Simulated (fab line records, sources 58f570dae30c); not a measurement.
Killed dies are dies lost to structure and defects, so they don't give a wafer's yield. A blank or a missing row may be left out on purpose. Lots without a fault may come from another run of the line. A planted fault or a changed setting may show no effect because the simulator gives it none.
fab line records | flow berkeley_cmos170
record lots=14 wafers=42 last_day=13
route steps=331 shown NWELL@21
lots that met no fault: from a run of the same line without faults
start_h: hours from the record's first day to the start of the lot's first wafer shown | wait_h: hours since the lot's step before | " the same as in the row above | L1.1+2: a row that stands for several wafers | - no value, or no start given | * or withheld: withheld | < > ~ a bound
route shown NAME@n: a module of which the file shows steps, and the number in the route of the first | usual: mean/standard deviation of fault-free wafers | same: alike in all rows | chamber/n: place in a boat | sites: the reading at each site | _std_site: their standard deviation | _edge_site: outer sites' mean less inner sites' | radius_mm: how far each site lies from the wafer's centre | mask NAME#n: copy n | behind: the tool/chamber that last shaped the wafer | hold: why the lot was held/for how many hours/how that ended | device: the transistor (n, p or np) that didn't switch | end of line: the same wafers' tests at the end of the route | a step without rows: its recipe alone | killed: dies lost to structure and defects at the first sort, not the wafer's yield | map: a wafer's dies, x killed, . not, _ none there
set.NAME: the setting as run; set.NAME@STEP: as run at that earlier step | model.NAME: the simulator's own value behind a step, which no gauge read
steps of the route over a sample of lots; a table a step, a row a wafer
services: from which hour (start_h, from the record's first day; less than 0 if before it) a tool's chamber was out of use, for how many hours, and why
## steps
# step UCB170_NWELL_COAT_07
# recipe resist=KrF spin_rpm=1500 resist_thk_nm=900
# usual exhaust_pa=45.0/0.85
# columns lot.wafer tool chamber start_h wait_h exhaust_pa
L335.1 litho_track-04 0 39.10 0.1 44.2
L335.2 " 0 " " 43.9
L335.5 " 0 " " 44.3
L336.3 litho_track-03 0 39.13 0.1 46.9
L336.5 " 0 " " 45.4
L336.6 " 0 " " 45.5
L338.1 litho_track-02 0 51.77 0.1 46.0
L338.2 " 0 " " 45.3
L338.4 " 0 " " 44.7
L339.1 litho_track-03 0 51.78 0.1 43.8
L339.3 " 0 " " 45.5
L339.6 " 0 " " 45.8
L342.2 litho_track-03 0 66.51 0.1 45.6
L342.3 " 0 " " 44.1
L342.5 " 0 " " 45.2
L341.1 litho_track-02 0 66.64 0.1 46.6
L341.3 " 0 " " 45.6
L341.5 " 0 " " 45.4
L344.2 litho_track-02 0 84.65 0.1 43.4
L344.3 " 0 " " 44.5
L344.5 " 0 " " 45.9
L346.3 litho_track-03 0 84.67 0.1 44.4
L346.5 " 0 " " 44.7
L346.6 " 0 " " 44.3
L351.3 litho_track-02 0 112.14 0.1 45.4
L351.4 " 0 " " 45.7
L351.5 " 0 " " 43.2
L352.1 litho_track-04 0 119.29 0.1 44.4
L352.3 " 0 " " 44.2
L352.6 " 0 " " 44.4
L354.1 litho_track-04 0 127.40 0.1 45.6
L354.2 " 0 " " 45.2
L354.3 " 0 " " 44.7
L355.1 litho_track-02 0 138.02 0.1 45.6
L355.2 " 0 " " 45.8
L355.6 " 0 " " 46.6
L357.1 litho_track-03 0 147.44 0.1 46.5
L357.4 " 0 " " 45.7
L357.5 " 0 " " 45.4
L358.1 litho_track-02 0 158.07 0.1 45.9
L358.3 " 0 " " 45.9
L358.4 " 0 " " 46.2
# step UCB170_NWELL_STRIP_15
# recipe chemistry=O2 power_w=400 pressure_mtorr=3500 platen_temp_c=withheld o2_flow_sccm=400 overash_fraction=0.5
# usual drypump_motor_current_A=5.5/0.44 oes_product_au=0.721/0.0046 strip_time_to_endpoint_s=18.04/0.1
# columns lot.wafer tool chamber start_h wait_h drypump_motor_current_A oes_product_au rf_hours_counter_h strip_time_to_endpoint_s
L336.3 plasma_asher-01 1 40.42 0.1 5.5 0.718 - 17.92
L336.5 " 1 " " 5.5 0.730 - 18.13
L336.6 " 0 " " 4.9 0.718 - 17.98
L335.1 plasma_asher-02 1 40.66 0.1 6.2 0.719 23 18.14
L335.2 " 0 " " 5.7 0.715 23 17.96
L335.5 " 0 " " 5.7 0.727 - 17.97
L338.1 plasma_asher-02 0 53.09 0.1 5.7 0.720 24 17.95
L338.2 " 1 " " 6.1 0.717 24 17.94
L338.4 " 0 " " 5.7 0.720 - 17.97
L339.1 plasma_asher-01 1 53.15 0.1 5.6 0.728 32 18.11
L339.3 " 1 " " 5.6 0.717 - 18.06
L339.6 " 1 " " 5.5 0.723 - 18.10
L342.2 plasma_asher-03 1 67.95 0.1 5.5 0.720 35 18.89
L342.3 " 1 " " 5.6 0.714 - 18.91
L342.5 " 0 " " 5.8 0.723 - 18.89
L341.1 plasma_asher-02 1 68.23 0.1 6.2 0.728 26 17.99
L341.3 " 1 " " 6.1 0.725 - 17.92
L341.5 " 0 " " 5.7 0.718 - 18.00
L344.2 plasma_asher-02 0 85.73 0.1 5.7 0.726 28 18.12
L344.3 " 0 " " 5.7 0.718 - 17.88
L344.5 " 0 " " 5.7 0.723 - 18.07
L346.3 plasma_asher-01 0 85.88 0.1 4.9 0.720 - 18.47
L346.5 " 0 " " 4.9 0.724 - 18.47
L346.6 " 1 " " 5.5 0.723 - 18.53
L351.3 plasma_asher-01 0 113.29 0.1 4.9 0.719 - 18.10
L351.4 " 1 " " 5.5 0.729 - 17.98
L351.5 " 0 " " 4.9 0.726 - 17.88
L352.1 plasma_asher-01 1 120.49 0.1 5.5 0.725 39 17.99
L352.3 " 0 " " 4.9 0.716 - 17.95
L352.6 " 1 " " 5.5 0.724 - 18.06
L354.1 plasma_asher-01 1 129.28 0.1 5.5 0.723 40 18.20
L354.2 " 0 " " 4.9 0.717 40 18.11
L354.3 " 1 " " 5.5 0.714 - 18.09
L355.1 plasma_asher-01 1 139.02 0.1 5.5 0.729 41 18.10
L355.2 " 0 " " 4.8 0.722 41 18.15
L355.6 " 0 " " 4.8 0.715 - 18.18
L357.1 plasma_asher-03 1 148.75 0.1 5.6 0.719 4 18.02
L357.4 " 1 " " 5.5 0.716 - 17.99
L357.5 " 1 " " 5.5 0.719 - 17.97
L358.1 plasma_asher-01 1 159.21 0.1 5.5 0.730 44 18.09
L358.3 " 1 " " 5.5 0.723 - 18.09
L358.4 " 0 " " 4.9 0.713 - 18.10
## services
# columns tool chamber start_h hours kind
plasma_asher-03 - 74.18 4.5 repair
plasma_asher-03 - 108.75 9.0 pm
plasma_asher-03 0 108.75 9.0 vent_cycle
plasma_asher-03 1 108.75 9.0 vent_cycle
plasma_asher-03 0 117.75 - clean
plasma_asher-03 1 117.75 - clean
plasma_asher-02 - 139.06 15.6 pm
## key
first_sign step=UCB170_NWELL_STRIP_15 reading=strip_time_to_endpoint_s direction=up sigmas=6.5 usual=* struck=*
effect none on later readings
met_at UCB170_NWELL_COAT_07
struck_lots L342,L346
sort_left_out L346.3,L346.5,L346.6
tester_left_out L342,L346
onset_between 51.78 66.51
fault kind=process_parameter_drift tool=litho_track-03 chamber=- onset_h=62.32 steps=UCB170_NWELL_COAT_07 channel=resist_thk_nm offset=* shape=step end_h=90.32 acts_in=* stated=*
# tester_left_out: of these lots the tester's yield and bins aren't shown, on N5 and GAA mostly nor the transistor test; their killed dies are dies lost to structure and defects alone, not to doping, threshold or leakage, so they don't give the yield
# sort_left_out: the simulated sort isn't trusted on such a fault, so these wafers' sort isn't shown, and their yield isn't known
